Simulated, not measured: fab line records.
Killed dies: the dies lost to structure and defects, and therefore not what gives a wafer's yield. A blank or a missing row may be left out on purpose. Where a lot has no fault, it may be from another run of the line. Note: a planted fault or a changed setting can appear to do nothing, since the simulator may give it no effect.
Which tool is to blame? :: flow ritCmos :: 7 lots, 21 wafers sampled, at 2 steps of a route of 202

WHAT EACH GAUGE READ, for each wafer
RIT_NSD_TW_MEAS_10.
lot: L963
measured: day 3 16:37
on: filmMetro-01
NSD_TW: 3155 3182 3159

lot: L970
measured: day 5 01:46
on: filmMetro-02
NSD_TW: 3146 3166 3165

lot: L972
measured: day 5 08:32
on: filmMetro-01
NSD_TW: 2740 2762 2751

lot: L977
measured: day 6 09:44
on: filmMetro-02
NSD_TW: 3162 3161 3170

lot: L980
measured: day 7 03:27
on: filmMetro-02
NSD_TW: 3152 3167 3174

lot: L982
measured: day 7 11:29
on: filmMetro-03
NSD_TW: 3085 3085 3069

lot: L984
measured: day 7 23:16
on: filmMetro-01
NSD_TW: 3188 3183 3183

TOOL THAT RAN EACH LOT (tool first, then ch and the chambers of the sampled wafers, then the start)
lot: L963
RIT_NSD_IMPLANT_08: implanter-04 ch 0, day 3 16:20

lot: L970
RIT_NSD_IMPLANT_08: implanter-03 ch 0, day 5 01:26

lot: L972
RIT_NSD_IMPLANT_08: implanter-03 ch 0, day 5 08:14

lot: L977
RIT_NSD_IMPLANT_08: implanter-04 ch 0, day 6 09:25

lot: L980
RIT_NSD_IMPLANT_08: implanter-04 ch 0, day 7 03:07

lot: L982
RIT_NSD_IMPLANT_08: implanter-04 ch 0, day 7 11:10

lot: L984
RIT_NSD_IMPLANT_08: implanter-04 ch 0, day 7 22:57
- RIT_NSD_IMPLANT_08

THE ANSWER, worked out from the rows above alone
Rule: the usual values come from the lots themselves. Put in order of their means at a reading, lots are off if they are a third of the lots or fewer, leave a main group of 4 or more, and stand apart from it by a gap of 3 or more times the standard deviation of the main group's means; of several such gaps the widest counts. The tables above print the reading to a certain number of digits; a main group whose means all agree to those digits is not used. A lot without any number at a reading at which 4 lots or more have one is off too. Any other lot the step has rows for is counted as sound.
Off: at RIT_NSD_TW_MEAS_10 (NSD_TW), L972. The main group has a mean of 3153 with a standard deviation of 34.
If a tool, at a process step before that reading, ran all the lots that are off and no sound lot after the first of them, it fits. Gauges at RIT_NSD_TW_MEAS_10: tried the same way as those tools. One candidate fits, namely implanter-03 at RIT_NSD_IMPLANT_08. Its last sound lot is L970 (day 5 01:26), its first lot that is off L972 (day 5 08:14): a fault that began between those two fits.

WHAT THE SIMULATOR HAD PUT IN
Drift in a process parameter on implanter-03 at RIT_NSD_IMPLANT_08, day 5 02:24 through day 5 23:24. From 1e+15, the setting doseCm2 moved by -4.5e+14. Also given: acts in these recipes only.
Shown lots that were struck: L972. The rule above found the same.
